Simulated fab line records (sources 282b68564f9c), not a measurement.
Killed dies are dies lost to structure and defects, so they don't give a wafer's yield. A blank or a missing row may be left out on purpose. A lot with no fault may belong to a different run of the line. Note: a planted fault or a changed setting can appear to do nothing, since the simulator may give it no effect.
A struck lot beside a sound one / flow rit cmos / 16 steps out of a route of 202
Sound: the wafers L756.1, L756.3, L756.5. Wafers L768.1, L768.4, L768.5 were the ones struck. Last of all comes the cause.
Per side, at each step with rows, come the tool, then ch with its chambers, and then its first start. Under that, the readings that differ: sound wafers / struck wafers / difference of the means / sigmas: that difference in standard deviations of wafers without a fault.
alike: same words and numbers on both sides, and readings whose means sit less than 2 such deviations apart. not compared: any withheld reading, any reading some wafer has no value for, any bound like >300 that may hide the same value, and any number with overlapping values for which the record gives no deviation.
A row with sigmas, a row that says differs or no value, or rows on one side alone: a step with any of these is where the two part. Non-overlapping numbers with no deviation appear without sigmas and do not part them. Lack of a reading on every wafer of one side parts them only where that side has two or more wafers.

first, 4 steps without rows for these wafers: RIT_PLDD_SOFTBAKE_02 (time 60 s); RIT_PLDD_EXPOSE_03 (exposes mask M8, target cd 40900 nm); RIT_PLDD_PEB_04; RIT_PLDD_DEVELOP_05 (develop time 50 s).
RIT_PLDD_OVL_MEAS_06:
  sound: overlay-02 at day 4 18:23; struck: overlay-01 at day 7 21:29
  alike: PLDD_OVL
then, 2 steps without rows for these wafers: RIT_PLDD_HARDBAKE_07 (time 60 s); RIT_PLDD_IMPLANT_08.
RIT_PLDD_STRIP_09: strips in O2, time 180 s.
  sound on plasma asher-03 ch 0,1, day 4 18:44; struck on plasma asher-03 ch 1, day 7 21:50
  alike: drypump motor current A
  not compared: rf hours counter h
RIT_PLDD_TW_MEAS_10:
  sound: film metro-02 at day 4 18:54; struck: film metro-02 at day 7 22:00
  alike: PLDD_TW
then, 3 steps without rows for these wafers: RIT_SPACER_CLEAN_00 (cleans in SC1, time 600 s); RIT_SPACER_CLEAN_01 (cleans in dHF, time 30 s); RIT_SPACER_CLEAN_02 (cleans in SC2, time 600 s).
RIT_SPACER_CVD_03: deposits Si3N4 from SiH2Cl2/NH3, target thk 250 nm, time 3300 s.
  sound on lpcvd-02 ch 0, day 4 19:20; struck on lpcvd-02 ch 1, day 8 00:31
  alike: spike tc load C
RIT_SPACER_THK_MEAS_04:
  sound: film metro-04 at day 4 21:15; struck: film metro-01 at day 8 02:26
reading=SPACER_NITRIDE_THK (nm); sound=250.0 252.4 253.6; struck=505.0 503.7 503.4; difference=+252.0; sigmas=+90
RIT_SPACER_ETCHBACK_05: etches Si3N4 in SF6/CHF3, stops on SiO2, target depth 250 nm, time 240 s.
  sound on rie diel-04 ch 0,2, day 4 21:19; struck on rie diel-03 ch 1,2,3, day 8 02:29
reading=oes product au (a.u.); sound=0.854 0.875 0.877; struck=1.009 0.981 1.025; difference=+0.136; sigmas=+8
reading=model.Si3N4_of_SPACER_CVD_03.thk nm (nm); sound=194.2 197.8 198.3; struck=395.4 398.9 394.3; difference=+199.4; sigmas=
reading=model.etch.depth nm (nm); sound=249.9 252.5 253.6; struck=314.2 301.1 312.2; difference=+57.2; sigmas=
  alike: drypump motor current A, throttle valve pct
  not compared: rf hours counter h
RIT_M1_PROBE_99:
  sound: prober-01 at day 5 08:13; struck: prober-02 at day 8 15:38
reading=killed at front end; sound=6 1 9; struck=264 264 264; difference=+259; sigmas=+83
reading=killed dies; sound=6 1 9; struck=264 264 264; difference=+259; sigmas=+83
reading=killed on rim; sound=1 0 2; struck=70 70 70; difference=+69; sigmas=+46
  alike: killed at contacts, killed open, killed short

== WHERE THEY PART ==
At RIT_SPACER_THK_MEAS_04 first; at RIT_M1_PROBE_99 last (within this record only).

WHY: whatever the simulator had introduced
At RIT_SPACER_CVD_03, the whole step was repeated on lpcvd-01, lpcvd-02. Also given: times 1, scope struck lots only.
